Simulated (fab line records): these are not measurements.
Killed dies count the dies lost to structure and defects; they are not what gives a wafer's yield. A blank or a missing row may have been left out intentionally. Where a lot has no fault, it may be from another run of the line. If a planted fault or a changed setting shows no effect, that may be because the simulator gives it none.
Which tool did it? :: flow berkeley_cmos170 :: Sampling: 15 lots, 45 wafers, 2 of 331 route steps

## WHAT EACH GAUGE READ, for each wafer
UCB170_V2_THK_MEAS_04. Usual: V2_POLISHED_THK gives 1000.5 nm (standard deviation 1.3).
lot: L858
measured: day 8 11:26
on: film_metro-03
V2_POLISHED_THK (nm): 998.4 1000.6 1001.0
flag: 

lot: L860
measured: day 8 20:15
on: film_metro-03
V2_POLISHED_THK (nm): 1001.5 1000.9 1001.4
flag: 

lot: L859
measured: day 8 22:16
on: film_metro-04
V2_POLISHED_THK (nm): 998.0 1001.6 1000.4
flag: 

lot: L862
measured: day 9 13:41
on: film_metro-03
V2_POLISHED_THK (nm): 1001.3 999.9 1000.5
flag: 

lot: L863
measured: day 9 13:55
on: film_metro-04
V2_POLISHED_THK (nm): 999.5 1002.5 1001.3
flag: 

lot: L861
measured: day 9 14:54
on: film_metro-01
V2_POLISHED_THK (nm): 1340.4 1360.3 1345.7
flag: OFF

lot: L864
measured: day 10 01:57
on: film_metro-01
V2_POLISHED_THK (nm): 1344.3 1347.0 1360.9
flag: OFF

lot: L866
measured: day 10 12:20
on: film_metro-03
V2_POLISHED_THK (nm): 1335.7 1349.7 1354.0
flag: OFF

lot: L873
measured: day 12 01:13
on: film_metro-03
V2_POLISHED_THK (nm): 999.3 1001.4 1000.9
flag: 

lot: L874
measured: day 12 01:52
on: film_metro-03
V2_POLISHED_THK (nm): 1000.6 999.2 1002.9
flag: 

lot: L876
measured: day 12 13:59
on: film_metro-03
V2_POLISHED_THK (nm): 998.9 1001.5 999.6
flag: 

lot: L880
measured: day 12 17:49
on: film_metro-03
V2_POLISHED_THK (nm): 999.6 1000.1 1001.0
flag: 

lot: L878
measured: day 12 20:14
on: film_metro-01
V2_POLISHED_THK (nm): 1000.6 1003.0 1001.2
flag: 

lot: L879
measured: day 12 22:59
on: film_metro-03
V2_POLISHED_THK (nm): 1001.2 1001.0 1001.5
flag: 

lot: L881
measured: day 13 17:13
on: film_metro-03
V2_POLISHED_THK (nm): 1001.3 1001.0 1000.5
flag: 

## WHICH TOOL RAN EACH LOT (tool, then ch and the chambers of the sampled wafers, then the start)
lot: L858
UCB170_V2_CMP_02: cmp-02 ch 0,1,2, day 8 11:04

lot: L860
UCB170_V2_CMP_02: cmp-02 ch 1,2,3, day 8 19:50

lot: L859
UCB170_V2_CMP_02: cmp-02 ch 1,3, day 8 21:49

lot: L862
UCB170_V2_CMP_02: cmp-01 ch 0,1, day 9 13:19

lot: L863
UCB170_V2_CMP_02: cmp-02 ch 0,1,3, day 9 13:29

lot: L861
UCB170_V2_CMP_02: cmp-02 ch 1,2, day 9 14:28

lot: L864
UCB170_V2_CMP_02: cmp-02 ch 1,2,3, day 10 01:32

lot: L866
UCB170_V2_CMP_02: cmp-02 ch 0,1,2, day 10 11:58

lot: L873
UCB170_V2_CMP_02: cmp-01 ch 0,1,2, day 12 00:57

lot: L874
UCB170_V2_CMP_02: cmp-01 ch 0,2,3, day 12 01:27

lot: L876
UCB170_V2_CMP_02: cmp-01 ch 0,2, day 12 13:32

lot: L880
UCB170_V2_CMP_02: cmp-02 ch 0,1,2, day 12 17:23

lot: L878
UCB170_V2_CMP_02: cmp-01 ch 0,1,2, day 12 19:49

lot: L879
UCB170_V2_CMP_02: cmp-02 ch 2,3, day 12 22:34

lot: L881
UCB170_V2_CMP_02: cmp-02 ch 0,2,3, day 13 16:47
- UCB170_V2_CMP_02: polishes SiO2.

## WHAT THE TOOLS THEMSELVES READ (means of the sampled wafers that have a number; where no wafer has one, the mark that the record gives instead)
UCB170_V2_CMP_02. Usual: motor_current_A 16.3 A, standard deviation 1.5; slurry_filter_dp_kPa 13.49 kPa, standard deviation 0.13.
lot: L858
tool: cmp-02
motor_current_A (A): 15.3
slurry_filter_dp_kPa (kPa): 13.49
flag: 

lot: L860
tool: cmp-02
motor_current_A (A): 16.5
slurry_filter_dp_kPa (kPa): 13.62
flag: 

lot: L859
tool: cmp-02
motor_current_A (A): 17.2
slurry_filter_dp_kPa (kPa): 13.55
flag: 

lot: L862
tool: cmp-01
motor_current_A (A): 17.2
slurry_filter_dp_kPa (kPa): 13.49
flag: 

lot: L863
tool: cmp-02
motor_current_A (A): 16.9
slurry_filter_dp_kPa (kPa): 13.49
flag: 

lot: L861
tool: cmp-02
motor_current_A (A): 15.3
slurry_filter_dp_kPa (kPa): 13.39
flag: 

lot: L864
tool: cmp-02
motor_current_A (A): 16.3
slurry_filter_dp_kPa (kPa): 13.48
flag: 

lot: L866
tool: cmp-02
motor_current_A (A): 15.9
slurry_filter_dp_kPa (kPa): 13.49
flag: 

lot: L873
tool: cmp-01
motor_current_A (A): 16.6
slurry_filter_dp_kPa (kPa): 13.52
flag: 

lot: L874
tool: cmp-01
motor_current_A (A): 16.0
slurry_filter_dp_kPa (kPa): 13.49
flag: 

lot: L876
tool: cmp-01
motor_current_A (A): 16.7
slurry_filter_dp_kPa (kPa): 13.50
flag: 

lot: L880
tool: cmp-02
motor_current_A (A): 15.9
slurry_filter_dp_kPa (kPa): 13.58
flag: 

lot: L878
tool: cmp-01
motor_current_A (A): 16.4
slurry_filter_dp_kPa (kPa): 13.54
flag: 

lot: L879
tool: cmp-02
motor_current_A (A): 17.1
slurry_filter_dp_kPa (kPa): 13.52
flag: 

lot: L881
tool: cmp-02
motor_current_A (A): 16.8
slurry_filter_dp_kPa (kPa): 13.48
flag: 

## THE ANSWER, worked out from the rows above alone
Rule: a lot counts as off when the mean over its wafers that have a number is more than 3 standard deviations away from the usual mean. A lot without any number at a reading at which 4 lots or more have one is off too. Any other lot the step has rows for is counted as sound. First the gauges in route order, then the tools' own readings, where a lot's mean is used as printed above. At the first step where some lot is off, the reading lying furthest off is the one used; lots without a number count as furthest.
Off: L861, L864, L866, at UCB170_V2_THK_MEAS_04 (V2_POLISHED_THK).
If a tool, at a process step before that reading, ran all the lots that are off and no sound lot after the first of them, it fits. Those tools and the gauges at UCB170_V2_THK_MEAS_04 are tried in the same way. Of those tried, none fits.

## WHAT HAD BEEN PUT IN BY THE SIMULATOR
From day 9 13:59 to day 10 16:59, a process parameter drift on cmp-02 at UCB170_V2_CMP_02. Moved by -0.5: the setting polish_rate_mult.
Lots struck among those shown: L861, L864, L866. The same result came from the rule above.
